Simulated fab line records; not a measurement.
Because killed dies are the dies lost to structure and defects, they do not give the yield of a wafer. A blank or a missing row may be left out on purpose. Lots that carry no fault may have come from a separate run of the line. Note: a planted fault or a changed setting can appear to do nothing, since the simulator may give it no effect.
A struck lot beside a sound one + flow ritCmos + 19 out of 202 route steps
Sound: the wafers L360.3, L360.5, L360.6. Wafers struck: L373.2, L373.3, L373.4. The cause comes at the end.
Order at every step that has rows: each side's tool, ch and its chambers, its first start. Under that, the readings that differ: sound wafers + struck wafers + difference of the means + sigmas: that difference in standard deviations of wafers without a fault.
alike: readings with means less than 2 such deviations apart, plus words and numbers identical on both sides. not compared: withheld readings, readings lacking a value on some wafer, bounds such as >300 that could conceal the same value, and numbers that have no deviation in the record and whose values overlap.
The two part at a step that has a row with sigmas, a row that says differs or no value, or rows on one side only. Non-overlapping numbers with no deviation appear without sigmas and do not part them. A reading that every wafer of one side lacks parts them only if that side has two wafers or more.

RIT_SILICIDE_RS_MEAS_02: a four-point-probe measurement.
  sound on filmMetro-01, day 5 00:20; struck on filmMetro-01, day 7 17:21
  alike: SILICIDE_TI_RS
RIT_SILICIDE_THK_MEAS_03: measures by xrf.
  sound on filmMetro-01, day 5 00:26; struck on filmMetro-01, day 7 17:28
  alike: SILICIDE_TI_THK
RIT_SILICIDE_RTA_04: time 10 s, ramp up 5 s, ramp down 5 s.
  sound on rtpAnneal-01 ch 0, day 5 00:31; struck on rtpAnneal-02 ch 0, day 7 17:31
  alike: wafer_temp_C_max
then, 1 step without rows for these wafers: RIT_SILICIDE_WET_ETCH_05 (etches Ti in SPM, time 120 s).
RIT_SILICIDE_RTA_06: time 10 s, ramp up 5 s, ramp down 10 s.
  sound on rtpAnneal-02 ch 0, day 5 00:37; struck on rtpAnneal-01 ch 0, day 7 17:38
  alike: wafer_temp_C_max
RIT_CONTACT_CVD_00: deposits SiO2 from TEOS, target thk 400 nm, time 61 s.
  sound on pecvd-02 ch 0,1,2, day 5 00:40; struck on pecvd-04 ch 0,2, day 7 17:41
  alike: heaterPowerW
RIT_CONTACT_THK_MEAS_01:
  sound on filmMetro-01, day 5 00:44; struck on filmMetro-04, day 7 17:45
  alike: CONTACT_TEOS_THK
then, 5 steps without rows for these wafers: RIT_CONTACT_HMDS_02 (prime time 60 s); RIT_CONTACT_COAT_03 (resist thk 1009 nm); RIT_CONTACT_SOFTBAKE_04 (time 60 s); RIT_CONTACT_EXPOSE_05 (exposes mask M11, target cd 1000 nm); RIT_CONTACT_PEB_06.
RIT_CONTACT_DEVELOP_07: develop time 120 s.
  sound on lithoTrack-01 ch 0, day 5 01:00; struck on lithoTrack-04 ch 0, day 7 18:00
RIT_CONTACT_CD_MEAS_08: target cd 1000 nm.
  sound on cdSem-02, day 5 01:47; struck on cdSem-01, day 7 18:58
| reading   | sound                | struck            | difference | sigmas |
|-----------|----------------------|-------------------|------------|--------|
| cdNm (nm) | 1002.5 1002.9 1000.6 | 990.7 988.8 987.5 | -13.0      | -6     |
RIT_CONTACT_OVL_MEAS_09:
  sound on overlay-01, day 5 01:52; struck on overlay-02, day 7 19:05
  alike: CONTACT_OVL
then, 1 step without rows for these wafers: RIT_CONTACT_HARDBAKE_10 (time 60 s).
RIT_CONTACT_ETCH_11: etches SiO2 in CHF3/CF4/Ar, stops on TiSi2, target depth 480 nm, time 320 s.
  sound on rieDiel-04 ch 0,1,2, day 5 02:02; struck on rieDiel-03 ch 1,2, day 7 19:17
| reading                 | sound          | struck            | difference | sigmas |
|-------------------------|----------------|-------------------|------------|--------|
| model.CONTACT.cdNm (nm) | 1003 1003 1001 | 990.3 988.6 987.6 | -13.5      |        |
  alike: drypumpMotorCurrentA, oesProductAu, throttleValvePct
  not compared: rfHoursCounterH
RIT_CONTACT_STRIP_12: strips in O2, time 180 s.
  sound on plasmaAsher-03 ch 0,1, day 5 02:17; struck on plasmaAsher-03 ch 0,1, day 7 19:29
  alike: drypumpMotorCurrentA, o2FlowSccm
  not compared: rfHoursCounterH
RIT_M1_PROBE_99:
  the record has rows for the sound wafers here (prober-01, day 5 07:01) and none for the struck ones

WHERE THEY PART
At RIT_CONTACT_CD_MEAS_08 first; at RIT_M1_PROBE_99 last (within this record only).

WHY: what had been put in by the simulator
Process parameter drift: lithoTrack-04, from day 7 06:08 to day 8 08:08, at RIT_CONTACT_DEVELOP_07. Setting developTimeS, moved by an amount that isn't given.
